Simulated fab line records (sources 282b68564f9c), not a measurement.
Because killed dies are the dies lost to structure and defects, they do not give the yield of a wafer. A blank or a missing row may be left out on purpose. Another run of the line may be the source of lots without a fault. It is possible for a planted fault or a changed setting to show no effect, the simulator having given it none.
Split-lot experiment | flow rit-cmos | on a route of 202 steps: 5 lots, 23 wafers read

THE SPLIT ITSELF
At RIT_NRETRO_COAT_01 (resist thk 1300 nm), the setting resist-thk-nm was moved away from the recipe's 1300 nm on 11 of the 23 wafers read, by -4.6% to +2.1%. For the rest of the wafers, this setting stayed at what the recipe calls for.

FROM THE SPLIT TO THE READING: what the file shows between them, 3 steps
- RIT_NRETRO_SOFTBAKE_02: time 60 s
- RIT_NRETRO_EXPOSE_03: exposes mask M4, target cd 43900 nm
- RIT_NRETRO_DEVELOP_05: develop time 68 s

THE READING
NOVOLAK_of_NRETRO_COAT_01.thk-nm (the simulator's own value, which no gauge read), in nm, at RIT_NRETRO_HARDBAKE_07 (time 120 s). The file does not state a usual value for it. Here, 12 wafers ran the recipe; their average is 1136 nm with a standard deviation of 2.7 nm.

wafer  | tool, chamber at the split | resist-thk-nm as run, nm | against the recipe | NOVOLAK_of_NRETRO_COAT_01.thk-nm, nm | against lot-mates on the recipe
L074.2 | litho-track-03, 0          | 1327                     | +2.1%              | 1160                                 | +20
L074.3 | litho-track-03, 0          | 1300                     | recipe             | 1141                                 | -
L074.4 | litho-track-03, 0          | 1327                     | +2.1%              | 1167                                 | +26
L074.5 | litho-track-03, 0          | 1300                     | recipe             | 1140                                 | -
L074.6 | litho-track-03, 0          | 1327                     | +2.1%              | 1166                                 | +26
L077.3 | litho-track-02, 0          | 1300                     | recipe             | 1137                                 | -
L077.5 | litho-track-02, 0          | 1300                     | recipe             | 1137                                 | -
L077.4 | litho-track-02, 0          | 1300                     | recipe             | 1136                                 | -
L078.1 | litho-track-03, 0          | 1258                     | -3.2%              | 1098                                 | -36
L078.2 | litho-track-03, 0          | 1300                     | recipe             | 1133                                 | -
L078.3 | litho-track-03, 0          | 1300                     | recipe             | 1137                                 | -
L078.5 | litho-track-03, 0          | 1300                     | recipe             | 1131                                 | -
L078.6 | litho-track-03, 0          | 1258                     | -3.2%              | 1102                                 | -32
L081.1 | litho-track-04, 0          | 1272                     | -2.2%              | 1112                                 | -23
L081.3 | litho-track-04, 0          | 1300                     | recipe             | 1136                                 | -
L081.4 | litho-track-04, 0          | 1300                     | recipe             | 1134                                 | -
L081.5 | litho-track-04, 0          | 1272                     | -2.2%              | 1110                                 | -25
L081.6 | litho-track-04, 0          | 1272                     | -2.2%              | 1111                                 | -24
L084.1 | litho-track-02, 0          | 1300                     | recipe             | 1136                                 | -
L084.2 | litho-track-02, 0          | 1240                     | -4.6%              | 1085                                 | -52
L084.3 | litho-track-02, 0          | 1300                     | recipe             | 1139                                 | -
L084.4 | litho-track-02, 0          | 1240                     | -4.6%              | 1087                                 | -50
L084.6 | litho-track-02, 0          | 1240                     | -4.6%              | 1087                                 | -50

FIT RESULTS
A straight line over all 23 wafers: NOVOLAK_of_NRETRO_COAT_01.thk-nm changes by +11.5 nm for each +1% of resist-thk-nm; r = +0.99; the points scatter about the line by 3 nm.
The same after taking each lot's own level away (the mean of its wafers on the recipe; 23 wafers): +11.1 nm for each +1%; r = +1.00; scatter 1.9 nm.
The reading moves by 51 nm for the largest change in resist-thk-nm, on that fit.
From 1133.7 to 1140.5 nm: that is the span of the lots' own levels, equal to 2.5 times the standard deviation above.
The two slopes are in agreement: the lot-to-lot level therefore moves the slope only a little.
Check: with one of the wafers moved furthest among these (-4.6%) left out of the fit, the line predicts -50.4 nm for it against its lot-mates. Against them it came out at -52.5 nm.

OTHER SPLITS APPLIED TO THESE WAFERS
These wafers also went through other splits before the reading. Each is held against what the fit with the lots' levels taken away leaves over:
other split on the same wafers      | wafers away from the commonest value | r with NOVOLAK_of_NRETRO_COAT_01.thk-nm (lot level and that fit taken away)
RIT_ACTIVE_CVD_03 nh3-flow-sccm     | 18                                   | +0.09
RIT_FOX1_OXIDATION_00 ox-time-s     | 10                                   | +0.04
RIT_NWELL_SOFTBAKE_02 temp-c        | 11                                   | -0.09
RIT_NWELL_DEVELOP_05 develop-time-s | 8                                    | +0.33
RIT_PWELL_IMPLANT_08 dose-cm2       | 10                                   | -0.18

THE WHOLE CHAIN: every reading that the file lists as answering this split, in the file's order
step                   | what it does       | reading                                                                           | change (the file's fit)              | r (the file's)
RIT_NRETRO_COAT_01     | resist thk 1300 nm | NOVOLAK_of_NRETRO_COAT_01.thk-nm (the simulator's own value, which no gauge read) | +12.7 nm for each +1% of the setting | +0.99
RIT_NRETRO_HARDBAKE_07 | time 120 s         | NOVOLAK_of_NRETRO_COAT_01.thk-nm (the simulator's own value, which no gauge read) | +11 nm for each +1% of the setting   | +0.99

FILE'S OWN FIT
NOVOLAK_of_NRETRO_COAT_01.thk-nm changes by +11 nm for each +1% of resist-thk-nm, r = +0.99.
